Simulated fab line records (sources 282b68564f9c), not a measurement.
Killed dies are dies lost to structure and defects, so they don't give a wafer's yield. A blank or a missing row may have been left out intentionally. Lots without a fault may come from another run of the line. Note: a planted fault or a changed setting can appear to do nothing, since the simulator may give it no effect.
fab line records	flow ritCmos
record lots=14	wafers=42	lastDay=7
route steps=202 shown SDANNEAL@156 PSD@157 PLDD@159 SILICIDE@164 CONTACT@176 M1@202
lots with no fault: from the same line, run without faults
startH: hours from the record's opening day to when the first of the lot's shown wafers began	waitH: hours from the lot's prior step to this one	" identical to the entry in the row above	L1.1+2: a single row standing in for several wafers	- either no value or no given start	* or withheld: withheld	< > ~ a bound
route shown NAME@n: NAME is a module with steps in the file, n the number in the route of the first one	usual: average and standard deviation across the fault-free wafers	same: alike in all rows	chamber/n: place in a boat	sites: per-site readings	_std_site: standard deviation across them	_edge_site: the outer-site mean with the inner-site mean subtracted	radiusMm: for every site, how far away it sits from the centre of the wafer	mask NAME#n: copy n	behind: the last tool/chamber to shape the wafer	hold: what put the lot on hold/how long, in hours/how the hold closed	device: the n, p or np transistor that did not switch	end of line: the same wafers' tests at the end of the route	a step without rows: its recipe alone	killed: dies that structure and defects cost at the first sort, which is not the same as the wafer's yield	map: the dies of a wafer, with x for killed, . for not killed, _ for no die there
set.NAME: the run value of the setting; set.NAME@STEP: its run value at that earlier step	model.NAME: the simulator's own value behind a step, which no gauge read
steps of the route over a sample of lots; a table a step, a row a wafer
## steps
# step RIT_SDANNEAL_RTA_03
# recipe tempC=1050	timeS=5	idleTempC=600	rampUpCPerS=342	rampDownCPerS=171	coolToC=600	ambient=N2
# usual wafer_temp_C_max=1053.3/1.1
lot.wafer	tool	chamber	startH	waitH	wafer_temp_C_max
L540.3	rtpAnneal-01	0	51.61	0.0	1052.7
L540.5	"	0	"	"	1053.4
L540.6	"	0	"	"	1055.5
L541.1	rtpAnneal-02	0	56.08	0.0	1052.3
L541.2	"	0	"	"	1053.4
L541.6	"	0	"	"	1052.3
L542.4	rtpAnneal-01	0	69.56	0.0	1053.2
L542.5	"	0	"	"	1053.4
L542.6	"	0	"	"	1052.2
L543.4	rtpAnneal-02	0	70.35	0.0	1055.2
L543.5	"	0	"	"	1052.2
L543.6	"	0	"	"	1054.2
L544.1	rtpAnneal-01	0	73.34	0.0	1054.5
L544.2	"	0	"	"	1053.3
L544.6	"	0	"	"	1054.7
L545.2	rtpAnneal-02	0	80.29	0.0	1052.0
L545.4	"	0	"	"	1053.3
L545.5	"	0	"	"	1054.5
L547.2	rtpAnneal-02	0	91.37	0.0	1052.6
L547.3	"	0	"	"	1054.3
L547.6	"	0	"	"	1054.2
L548.2	rtpAnneal-01	0	91.86	0.0	1053.3
L548.5	"	0	"	"	1053.1
L548.6	"	0	"	"	1054.1
L549.1	rtpAnneal-02	0	99.96	0.0	1052.8
L549.4	"	0	"	"	1054.1
L549.6	"	0	"	"	1052.6
L550.3	rtpAnneal-01	0	103.89	0.0	1052.4
L550.5	"	0	"	"	1053.3
L550.6	"	0	"	"	1052.4
L552.2	rtpAnneal-01	0	115.59	0.0	1053.0
L552.5	"	0	"	"	1052.9
L552.6	"	0	"	"	1051.0
L559.1	rtpAnneal-02	0	150.35	0.0	1054.4
L559.2	"	0	"	"	1052.4
L559.6	"	0	"	"	1054.4
L561.1	rtpAnneal-02	0	158.46	0.0	1053.7
L561.2	"	0	"	"	1052.2
L561.3	"	0	"	"	1052.6
L563.1	rtpAnneal-02	0	171.54	0.0	1054.9
L563.2	"	0	"	"	1052.3
L563.6	"	0	"	"	1053.8
# step RIT_SDANNEAL_RS_MEAS_04
# recipe thkMeasGauge=four-point-probe
# usual PSD_RS=115.8/0.34
lot.wafer	tool	chamber	startH	waitH	PSD_RS[ohm/sq]
L540.3	filmMetro-04	-	51.69	0.1	116.0
L540.5	"	-	"	"	115.7
L540.6	"	-	"	"	115.8
L541.1	filmMetro-02	-	56.14	0.0	115.4
L541.2	"	-	"	"	115.8
L541.6	"	-	"	"	115.5
L542.4	filmMetro-02	-	69.65	0.1	115.3
L542.5	"	-	"	"	115.5
L542.6	"	-	"	"	115.2
L543.4	filmMetro-04	-	70.43	0.1	115.7
L543.5	"	-	"	"	116.2
L543.6	"	-	"	"	116.1
L544.1	filmMetro-01	-	73.39	0.0	116.1
L544.2	"	-	"	"	115.7
L544.6	"	-	"	"	116.2
L545.2	filmMetro-02	-	80.36	0.1	115.8
L545.4	"	-	"	"	116.0
L545.5	"	-	"	"	116.1
L547.2	filmMetro-04	-	91.44	0.1	116.1
L547.3	"	-	"	"	115.9
L547.6	"	-	"	"	115.9
L548.2	filmMetro-01	-	91.93	0.1	116.3
L548.5	"	-	"	"	116.3
L548.6	"	-	"	"	116.6
L549.1	filmMetro-04	-	100.02	0.0	116.1
L549.4	"	-	"	"	116.1
L549.6	"	-	"	"	116.2
L550.3	filmMetro-02	-	103.97	0.1	114.0
L550.5	"	-	"	"	113.7
L550.6	"	-	"	"	113.3
L552.2	filmMetro-01	-	115.65	0.1	113.4
L552.5	"	-	"	"	113.5
L552.6	"	-	"	"	113.3
L559.1	filmMetro-01	-	150.41	0.0	116.1
L559.2	"	-	"	"	116.1
L559.6	"	-	"	"	115.9
L561.1	filmMetro-02	-	158.52	0.0	115.9
L561.2	"	-	"	"	115.4
L561.3	"	-	"	"	115.5
L563.1	filmMetro-02	-	171.60	0.0	115.3
L563.2	"	-	"	"	115.7
L563.6	"	-	"	"	115.4
# step RIT_SDANNEAL_RS_MEAS_06
# recipe thkMeasGauge=four-point-probe
# usual PLDD_RS=178.6/0.41
lot.wafer	tool	chamber	startH	waitH	PLDD_RS[ohm/sq]
L540.3	filmMetro-04	-	51.93	0.1	178.8
L540.5	"	-	"	"	178.7
L540.6	"	-	"	"	178.5
L541.1	filmMetro-02	-	56.38	0.1	178.3
L541.2	"	-	"	"	178.6
L541.6	"	-	"	"	178.7
L542.4	filmMetro-02	-	69.89	0.1	178.4
L542.5	"	-	"	"	177.9
L542.6	"	-	"	"	178.3
L543.4	filmMetro-04	-	70.67	0.1	178.6
L543.5	"	-	"	"	179.2
L543.6	"	-	"	"	178.4
L544.1	filmMetro-01	-	73.63	0.1	179.2
L544.2	"	-	"	"	178.7
L544.6	"	-	"	"	179.3
L545.2	filmMetro-02	-	80.60	0.1	178.7
L545.4	"	-	"	"	178.7
L545.5	"	-	"	"	178.6
L547.2	filmMetro-04	-	91.68	0.1	179.1
L547.3	"	-	"	"	178.6
L547.6	"	-	"	"	178.9
L548.2	filmMetro-01	-	92.17	0.1	178.2
L548.5	"	-	"	"	178.1
L548.6	"	-	"	"	178.6
L549.1	filmMetro-04	-	100.26	0.1	179.0
L549.4	"	-	"	"	179.2
L549.6	"	-	"	"	178.8
L550.3	filmMetro-02	-	104.21	0.1	176.6
L550.5	"	-	"	"	175.9
L550.6	"	-	"	"	176.4
L552.2	filmMetro-01	-	115.89	0.1	176.2
L552.5	"	-	"	"	176.0
L552.6	"	-	"	"	176.6
L559.1	filmMetro-01	-	150.65	0.1	178.5
L559.2	"	-	"	"	178.8
L559.6	"	-	"	"	178.7
L561.1	filmMetro-02	-	158.76	0.1	178.9
L561.2	"	-	"	"	178.5
L561.3	"	-	"	"	178.1
L563.1	filmMetro-02	-	171.84	0.1	178.2
L563.2	"	-	"	"	178.1
L563.6	"	-	"	"	178.3
# step RIT_SILICIDE_THK_MEAS_03
# recipe thkMeasGauge=xrf	reads=Ti_of_SILICIDE_SPUTTER_01
# usual SILICIDE_TI_THK=29.6/0.37
lot.wafer	tool	chamber	startH	waitH	SILICIDE_TI_THK[nm]
L540.3	filmMetro-03	-	52.43	0.1	29.4
L540.5	"	-	"	"	29.2
L540.6	"	-	"	"	28.8
L541.1	filmMetro-04	-	56.90	0.1	30.4
L541.2	"	-	"	"	30.5
L541.6	"	-	"	"	30.2
L542.4	filmMetro-03	-	70.38	0.1	29.6
L542.5	"	-	"	"	30.0
L542.6	"	-	"	"	29.6
L543.4	filmMetro-03	-	71.18	0.1	29.4
L543.5	"	-	"	"	29.2
L543.6	"	-	"	"	29.7
L544.1	filmMetro-04	-	74.16	0.1	29.6
L544.2	"	-	"	"	29.6
L544.6	"	-	"	"	29.6
L545.2	filmMetro-03	-	81.11	0.1	30.1
L545.4	"	-	"	"	29.6
L545.5	"	-	"	"	29.8
L547.2	filmMetro-03	-	92.20	0.1	30.0
L547.3	"	-	"	"	30.3
L547.6	"	-	"	"	30.0
L548.2	filmMetro-04	-	92.68	0.1	29.3
L548.5	"	-	"	"	29.3
L548.6	"	-	"	"	29.4
L549.1	filmMetro-03	-	100.78	0.1	30.2
L549.4	"	-	"	"	30.3
L549.6	"	-	"	"	30.3
L550.3	filmMetro-02	-	104.71	0.1	29.3
L550.5	"	-	"	"	29.2
L550.6	"	-	"	"	29.2
L552.2	filmMetro-02	-	116.41	0.1	30.1
L552.5	"	-	"	"	29.9
L552.6	"	-	"	"	29.5
L559.1	filmMetro-04	-	151.18	0.1	29.2
L559.2	"	-	"	"	29.2
L559.6	"	-	"	"	29.0
L561.1	filmMetro-04	-	159.28	0.1	29.8
L561.2	"	-	"	"	29.6
L561.3	"	-	"	"	29.7
L563.1	filmMetro-02	-	172.36	0.1	29.4
L563.2	"	-	"	"	29.2
L563.6	"	-	"	"	29.0
# step RIT_SILICIDE_RTA_06
# recipe tempC=750	timeS=10	idleTempC=25	rampUpS=5	rampDownS=10	coolToC=25	ambient=N2
# usual wafer_temp_C_max=753.2/0.68
lot.wafer	tool	chamber	startH	waitH	wafer_temp_C_max
L540.3	rtpAnneal-01	0	52.60	0.0	753.0
L540.5	"	0	"	"	753.0
L540.6	"	0	"	"	752.7
L541.1	rtpAnneal-02	0	57.07	0.0	753.6
L541.2	"	0	"	"	753.2
L541.6	"	0	"	"	754.2
L542.4	rtpAnneal-02	0	70.56	0.0	753.9
L542.5	"	0	"	"	753.7
L542.6	"	0	"	"	753.1
L543.4	rtpAnneal-02	0	71.35	0.0	753.2
L543.5	"	0	"	"	752.8
L543.6	"	0	"	"	754.3
L544.1	rtpAnneal-01	0	74.33	0.0	752.6
L544.2	"	0	"	"	753.0
L544.6	"	0	"	"	751.7
L545.2	rtpAnneal-02	0	81.28	0.0	753.4
L545.4	"	0	"	"	753.1
L545.5	"	0	"	"	753.7
L547.2	rtpAnneal-01	0	92.37	0.0	753.0
L547.3	"	0	"	"	752.0
L547.6	"	0	"	"	753.8
L548.2	rtpAnneal-01	0	92.85	0.0	753.7
L548.5	"	0	"	"	753.1
L548.6	"	0	"	"	752.3
L549.1	rtpAnneal-02	0	100.95	0.0	752.9
L549.4	"	0	"	"	753.0
L549.6	"	0	"	"	752.3
L550.3	rtpAnneal-01	0	104.88	0.0	752.9
L550.5	"	0	"	"	753.4
L550.6	"	0	"	"	753.6
L552.2	rtpAnneal-01	0	116.58	0.0	752.6
L552.5	"	0	"	"	752.9
L552.6	"	0	"	"	753.0
L559.1	rtpAnneal-02	0	151.34	0.0	753.5
L559.2	"	0	"	"	753.6
L559.6	"	0	"	"	753.8
L561.1	rtpAnneal-02	0	159.45	0.0	753.4
L561.2	"	0	"	"	753.4
L561.3	"	0	"	"	754.3
L563.1	rtpAnneal-02	0	172.53	0.0	753.4
L563.2	"	0	"	"	753.5
L563.6	"	0	"	"	754.2
# step RIT_CONTACT_CD_MEAS_08
# recipe targetCdNm=1000
# usual cdNm=998.9/2
lot.wafer	tool	chamber	startH	waitH	cdNm
L540.3	cdSem-02	-	53.76	-	999.8
L540.5	"	-	"	"	1000.2
L540.6	"	-	"	"	998.4
L541.1	cdSem-02	-	58.34	-	997.7
L541.2	"	-	"	"	999.8
L541.6	"	-	"	"	998.6
L542.4	cdSem-02	-	71.73	-	999.7
L542.5	"	-	"	"	998.3
L542.6	"	-	"	"	999.2
L543.4	cdSem-02	-	72.83	-	1001.2
L543.5	"	-	"	"	1001.9
L543.6	"	-	"	"	1002.4
L544.1	cdSem-02	-	75.82	-	994.2
L544.2	"	-	"	"	995.2
L544.6	"	-	"	"	997.4
L545.2	cdSem-02	-	82.43	-	997.0
L545.4	"	-	"	"	998.4
L545.5	"	-	"	"	1000.7
L547.2	cdSem-01	-	93.52	-	1003.7
L547.3	"	-	"	"	1002.5
L547.6	"	-	"	"	999.4
L548.2	cdSem-02	-	94.22	-	997.7
L548.5	"	-	"	"	996.3
L548.6	"	-	"	"	996.4
L549.1	cdSem-01	-	102.32	-	998.9
L549.4	"	-	"	"	1000.3
L549.6	"	-	"	"	1000.4
L550.3	cdSem-02	-	106.17	-	998.6
L550.5	"	-	"	"	998.9
L550.6	"	-	"	"	999.3
L552.2	cdSem-02	-	117.85	-	1000.8
L552.5	"	-	"	"	999.2
L552.6	"	-	"	"	997.8
L559.1	cdSem-02	-	152.61	-	999.0
L559.2	"	-	"	"	999.4
L559.6	"	-	"	"	998.2
L561.1	cdSem-01	-	160.59	-	995.0
L561.2	"	-	"	"	996.6
L561.3	"	-	"	"	996.8
L563.1	cdSem-02	-	173.80	-	997.7
L563.2	"	-	"	"	997.6
L563.6	"	-	"	"	999.3
# step RIT_M1_PROBE_99
# usual killedAtContacts=0.0/0.22	killedAtFrontEnd=7/3.2	killedDies=8/3.2	killedOnRim=1.9/1.4	killedOpen=3.7/2.1	killedShort=3.8/2.2
# same grossDies=264	killed_at_M0_to_M3=0	killed_at_M4_up=0	killedAtBackSide=0	killedAtOther=0
lot.wafer	tool	chamber	startH	waitH	killedAtContacts	killedAtFrontEnd	killedDies	killedOnRim	killedOpen	killedShort
L540.3	prober-01	-	59.00	0.2	0	6	6	2	3	3
L540.5	prober-01	-	59.10	0.2	0	8	8	3	3	5
L540.6	prober-01	-	59.15	0.2	0	8	8	1	4	4
L541.1	prober-02	-	63.62	0.1	0	9	9	5	6	3
L541.2	prober-02	-	63.67	0.1	0	10	10	4	3	7
L541.6	prober-02	-	63.87	0.2	0	13	13	0	6	7
L542.4	prober-01	-	77.13	0.2	0	2	2	1	2	0
L542.5	prober-01	-	77.18	0.2	0	12	12	5	7	5
L542.6	prober-01	-	77.23	0.2	1	6	7	1	4	3
L543.4	prober-02	-	78.63	0.2	0	4	4	1	1	3
L543.5	prober-02	-	78.68	0.2	0	9	9	2	6	3
L543.6	prober-02	-	78.73	0.2	0	11	11	3	4	7
L544.1	prober-01	-	81.05	0.1	0	7	7	4	4	3
L544.2	prober-01	-	81.10	0.1	0	5	5	2	0	5
L544.6	prober-01	-	81.30	0.2	0	4	4	1	3	1
L545.2	prober-02	-	87.81	0.1	0	7	7	1	4	3
L545.4	prober-02	-	87.91	0.2	0	3	3	2	1	2
L545.5	prober-02	-	87.96	0.2	0	12	12	5	7	5
L547.2	prober-02	-	98.74	0.1	0	5	5	2	2	3
L547.3	prober-02	-	98.79	0.2	0	2	2	0	1	1
L547.6	prober-02	-	98.94	0.2	0	8	8	2	4	4
L548.2	prober-01	-	100.24	0.1	0	4	4	0	2	2
L548.5	prober-01	-	100.39	0.2	0	5	5	1	4	1
L548.6	prober-01	-	100.44	0.2	0	8	8	3	4	4
L549.1	prober-02	-	107.64	0.1	0	5	5	2	0	5
L549.4	prober-02	-	107.79	0.2	0	11	11	2	7	4
L549.6	prober-02	-	107.89	0.2	0	11	11	5	5	6
L550.3	prober-01	-	111.55	0.2	0	6	6	0	3	3
L550.5	prober-01	-	111.65	0.2	0	3	3	2	2	1
L550.6	prober-01	-	111.70	0.2	0	15	15	4	10	5
L552.2	prober-01	-	123.06	0.1	0	7	7	2	5	2
L552.5	prober-01	-	123.21	0.2	0	7	7	2	5	2
L552.6	prober-01	-	123.26	0.2	0	8	8	2	3	5
L559.1	prober-02	-	157.99	0.1	0	9	9	1	3	6
L559.2	prober-02	-	158.04	0.1	0	6	6	0	2	4
L559.6	prober-02	-	158.24	0.2	0	10	10	1	3	7
L561.1	prober-02	-	166.01	0.1	1	7	8	1	2	6
L561.2	prober-02	-	166.06	0.1	0	10	10	2	3	7
L561.3	prober-02	-	166.11	0.2	0	8	8	1	3	5
L563.1	prober-02	-	179.21	0.1	0	9	9	2	4	5
L563.2	prober-02	-	179.26	0.1	0	14	14	4	8	6
L563.6	prober-02	-	179.46	0.2	0	6	6	1	2	4
# killed by level:class
L540.3 GATE:geometricParticle:open=2 FOX1:geometricParticle:short=1 GATE:geometricParticle:short=1 REOX:geometricParticle:short=1 SILICIDE:geometricParticle:open=1
L540.5 FOX2:geometricParticle:short=2 REOX:geometricParticle:short=2 FOX2:geometricParticle:open=1 GATE:geometricParticle:open=1 SPACER:geometricParticle:short=1 SILICIDE:geometricParticle:open=1
L540.6 GATE:geometricParticle:open=4 FOX1:geometricParticle:short=3 SILICIDE:geometricParticle:short=1
L541.1 REOX:geometricParticle:open=3 FOX1:geometricParticle:open=1 FOX2:geometricParticle:short=1 GATE:geometricParticle:open=1 REOX:geometricParticle:short=1 SILICIDE:geometricParticle:short=1 SILICIDE:geometricParticle:open=1
L541.2 GATE:geometricParticle:open=2 REOX:geometricParticle:short=2 SPACER:geometricParticle:short=2 FOX1:geometricParticle:short=1 FOX2:geometricParticle:short=1 GATE:geometricParticle:short=1 REOX:geometricParticle:open=1
L541.6 REOX:geometricParticle:short=2 SPACER:geometricParticle:short=2 FOX1:geometricParticle:short=1 FOX1:geometricParticle:open=1 FOX2:geometricParticle:open=1 GATE:geometricParticle:short=1 GATE:geometricParticle:open=1 REOX:geometricParticle:open=1
L542.4 FOX1:geometricParticle:open=1 FOX2:geometricParticle:open=1
L542.5 FOX1:geometricParticle:open=2 FOX1:geometricParticle:short=2 GATE:geometricParticle:short=2 SPACER:geometricParticle:open=2 FOX2:geometricParticle:short=1 FOX2:geometricParticle:open=1 GATE:geometricParticle:open=1 SILICIDE:geometricParticle:open=1
L542.6 SPACER:geometricParticle:short=3 FOX1:geometricParticle:open=2 SPACER:geometricParticle:open=1 CONTACT:geometricParticle:open=1
L543.4 GATE:geometricParticle:short=2 GATE:geometricParticle:open=1 SILICIDE:geometricParticle:short=1
L543.5 GATE:geometricParticle:open=5 GATE:geometricParticle:short=3 SILICIDE:geometricParticle:open=1
L543.6 GATE:geometricParticle:short=2 REOX:geometricParticle:open=2 SPACER:geometricParticle:short=2 FOX1:geometricParticle:open=1 FOX1:geometricParticle:short=1 REOX:geometricParticle:short=1 SPACER:geometricParticle:open=1 SILICIDE:geometricParticle:short=1
L544.1 FOX1:geometricParticle:open=3 GATE:geometricParticle:short=2 SPACER:geometricParticle:short=1 SILICIDE:geometricParticle:open=1
L544.2 GATE:geometricParticle:short=3 REOX:geometricParticle:short=1 SPACER:geometricParticle:short=1
L544.6 FOX1:geometricParticle:open=2 GATE:geometricParticle:open=1 SILICIDE:geometricParticle:short=1
L545.2 GATE:geometricParticle:open=2 GATE:geometricParticle:short=2 FOX1:geometricParticle:open=1 REOX:geometricParticle:open=1 SILICIDE:geometricParticle:short=1
L545.4 GATE:geometricParticle:short=2 FOX2:geometricParticle:open=1
L545.5 GATE:geometricParticle:open=3 FOX1:geometricParticle:open=2 GATE:geometricParticle:short=2 SPACER:geometricParticle:short=2 FOX1:geometricParticle:short=1 SPACER:geometricParticle:open=1 SILICIDE:geometricParticle:open=1
L547.2 GATE:geometricParticle:short=2 FOX2:geometricParticle:short=1 GATE:geometricParticle:open=1 SILICIDE:geometricParticle:open=1
L547.3 REOX:geometricParticle:short=1 SILICIDE:geometricParticle:open=1
L547.6 GATE:geometricParticle:short=3 GATE:geometricParticle:open=2 FOX1:geometricParticle:open=1 FOX2:geometricParticle:open=1 REOX:geometricParticle:short=1
L548.2 FOX2:geometricParticle:open=1 GATE:geometricParticle:open=1 GATE:geometricParticle:short=1 SILICIDE:geometricParticle:short=1
L548.5 GATE:geometricParticle:open=2 FOX2:geometricParticle:short=1 REOX:geometricParticle:open=1 SILICIDE:geometricParticle:open=1
L548.6 GATE:geometricParticle:open=2 REOX:geometricParticle:short=2 FOX2:geometricParticle:open=1 GATE:geometricParticle:short=1 REOX:geometricParticle:open=1 SILICIDE:geometricParticle:short=1
L549.1 FOX2:geometricParticle:short=2 SPACER:geometricParticle:short=2 GATE:geometricParticle:short=1
L549.4 GATE:geometricParticle:open=4 SILICIDE:geometricParticle:short=2 FOX1:geometricParticle:open=1 GATE:geometricParticle:short=1 REOX:geometricParticle:short=1 SPACER:geometricParticle:open=1 SILICIDE:geometricParticle:open=1
L549.6 GATE:geometricParticle:short=3 SPACER:geometricParticle:open=3 GATE:geometricParticle:open=2 SPACER:geometricParticle:short=2 FOX1:geometricParticle:short=1
L550.3 GATE:geometricParticle:open=2 GATE:geometricParticle:short=2 FOX1:geometricParticle:short=1 FOX1:geometricParticle:open=1
L550.5 FOX2:geometricParticle:short=1 REOX:geometricParticle:open=1 SPACER:geometricParticle:open=1
L550.6 GATE:geometricParticle:open=5 GATE:geometricParticle:short=2 REOX:geometricParticle:open=2 SPACER:geometricParticle:short=2 FOX1:geometricParticle:open=1 FOX2:geometricParticle:open=1 REOX:geometricParticle:short=1 SPACER:geometricParticle:open=1
L552.2 FOX1:geometricParticle:open=2 GATE:geometricParticle:open=2 FOX1:geometricParticle:short=1 GATE:geometricParticle:short=1 REOX:geometricParticle:open=1
L552.5 REOX:geometricParticle:open=2 SILICIDE:geometricParticle:open=2 FOX1:geometricParticle:short=1 GATE:geometricParticle:open=1 SPACER:geometricParticle:short=1
L552.6 REOX:geometricParticle:short=3 GATE:geometricParticle:open=2 GATE:geometricParticle:short=1 SPACER:geometricParticle:open=1 SPACER:geometricParticle:short=1
L559.1 GATE:geometricParticle:short=2 FOX1:geometricParticle:short=1 FOX2:geometricParticle:short=1 GATE:geometricParticle:open=1 REOX:geometricParticle:short=1 SPACER:geometricParticle:open=1 SILICIDE:geometricParticle:short=1 SILICIDE:geometricParticle:open=1
L559.2 GATE:geometricParticle:short=3 SPACER:geometricParticle:open=1 SILICIDE:geometricParticle:short=1 SILICIDE:geometricParticle:open=1
L559.6 FOX2:geometricParticle:short=3 FOX2:geometricParticle:open=2 SPACER:geometricParticle:short=2 GATE:geometricParticle:short=1 SPACER:geometricParticle:open=1 SILICIDE:geometricParticle:short=1
L561.1 GATE:geometricParticle:short=4 REOX:geometricParticle:short=1 SPACER:geometricParticle:open=1 SILICIDE:geometricParticle:open=1 CONTACT:geometricParticle:short=1
L561.2 GATE:geometricParticle:short=4 GATE:geometricParticle:open=2 REOX:geometricParticle:short=1 SPACER:geometricParticle:short=1 SPACER:geometricParticle:open=1 SILICIDE:geometricParticle:short=1
L561.3 SPACER:geometricParticle:short=3 GATE:geometricParticle:open=2 GATE:geometricParticle:short=2 FOX2:geometricParticle:open=1
L563.1 SPACER:geometricParticle:open=4 SPACER:geometricParticle:short=3 GATE:geometricParticle:short=2
L563.2 GATE:geometricParticle:open=5 REOX:geometricParticle:open=2 SILICIDE:geometricParticle:short=2 FOX1:geometricParticle:short=1 FOX2:geometricParticle:open=1 FOX2:geometricParticle:short=1 GATE:geometricParticle:short=1 REOX:geometricParticle:short=1
L563.6 FOX1:geometricParticle:open=2 FOX1:geometricParticle:short=2 REOX:geometricParticle:short=2
## key
firstSign step=RIT_SDANNEAL_RS_MEAS_04	reading=PSD_RS	direction=down	sigmas=6.6	usual=115.8	struck=113.5
effect step=RIT_SDANNEAL_RS_MEAS_06	reading=PLDD_RS	direction=down	sigmas=5.6	usual=178.6	struck=176.3
metAt RIT_SDANNEAL_RTA_03
struckLots L550,L552
testerLeftOut L550,L552
notActingAt RIT_SILICIDE_THK_MEAS_03,RIT_SILICIDE_RTA_06,RIT_CONTACT_CD_MEAS_08
onsetBetween 91.86 103.89
fault kind=processParameterDrift	tool=rtpAnneal-01	chamber=-	onsetH=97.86	steps=RIT_SDANNEAL_RTA_03	channel=timeS	offset=*	shape=step	endH=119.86	actsIn=*	stated=*
# testerLeftOut: of these lots the tester's yield and bins aren't shown, on N5 and GAA mostly nor the transistor test; their killed dies are dies lost to structure and defects alone, not to doping, threshold or leakage, so they don't give the yield
